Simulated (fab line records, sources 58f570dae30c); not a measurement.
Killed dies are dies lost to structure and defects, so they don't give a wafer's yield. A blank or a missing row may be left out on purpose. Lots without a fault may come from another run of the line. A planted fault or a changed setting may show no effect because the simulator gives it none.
One fault seen from 2 desks | flow berkeley_cmos170 | each desk has only its own numbers; what lay behind them comes last

THE TOOL OWNER'S DESK: rie_metal-04
The tool's own readings at UCB170_M2_METAL_ETCH_18 (etches Al in Cl2/BCl3, stops on SiO2, target depth 1170 nm, time 195 s): means of the sampled wafers that have a number, for each lot that ran on this tool. A lot is out of limits, marked OUT, if its mean lies more than 4 standard deviations from the usual mean; the brackets give that distance.
Columns: A = drypump_motor_current_A at UCB170_M2_METAL_ETCH_18, usual 5.6 A; B = oes_product_au at UCB170_M2_METAL_ETCH_18, usual 0.856 a.u.; C = run_length_s at UCB170_M2_METAL_ETCH_18, usual 223.8 s; D = throttle_valve_pct at UCB170_M2_METAL_ETCH_18, usual 24.40 %
lot  | first seen here | A   | B                | C               | D
L755 | day 8 21:32     | 5.6 | 0.852            | 223.8           | 24.26
L761 | day 11 05:28    | 5.6 | 0.784 (-4.3) OUT | 252.7 (+30) OUT | 24.30
L765 | day 12 01:45    | 5.7 | 0.790            | 252.5 (+30) OUT | 24.36
L776 | day 14 23:20    | 5.7 | 0.848            | 223.9           | 24.33
This desk's finding: out of limits on L761, L765; first on L761, day 11 05:28 (oes_product_au at UCB170_M2_METAL_ETCH_18). In limits: L755, L776.

THE METROLOGY DESK
What the gauges read, lot by lot, whatever tool the lot ran on: means of the sampled wafers that have a number. A lot is out of limits, marked OUT, if its mean lies more than 4 standard deviations from the usual mean; the brackets give that distance.
Columns: A = M3_BOW at UCB170_M3_BOW_MEAS_20, usual 36 um
lot  | first seen here | A
L755 | day 9 03:04     | 43
L758 | day 10 20:09    | 30
L760 | day 10 20:25    | 33
L761 | day 11 13:49    | 29
L765 | day 12 10:17    | 39
L770 | day 13 12:34    | 36
L769 | day 13 14:14    | 33
L771 | day 13 14:35    | 42
L772 | day 14 01:21    | 37
L774 | day 14 17:34    | 39
L773 | day 14 18:22    | 32
L775 | day 15 08:14    | 36
L776 | day 15 08:32    | 33
L778 | day 15 09:00    | 46
This desk's finding: nothing out of limits on any of the 14 lots.

PUT TOGETHER
The tool owner's desk could have raised an alarm at day 11 05:28, on L761, L765.
The metrology desk saw nothing out of limits.
The metrology desk has L761, L765 on record, within its limits.
Of the lots named, all ran UCB170_M2_METAL_ETCH_18 on rie_metal-04.

WHAT THE SIMULATOR HAD PUT IN
Process parameter drift: rie_metal-04, from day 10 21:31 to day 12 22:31, at UCB170_M2_METAL_ETCH_18. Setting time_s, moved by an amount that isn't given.
Lots struck among those shown: L761, L765.
Hours from the fault's start to each desk's first reading out of limits: the tool owner's desk, 8.
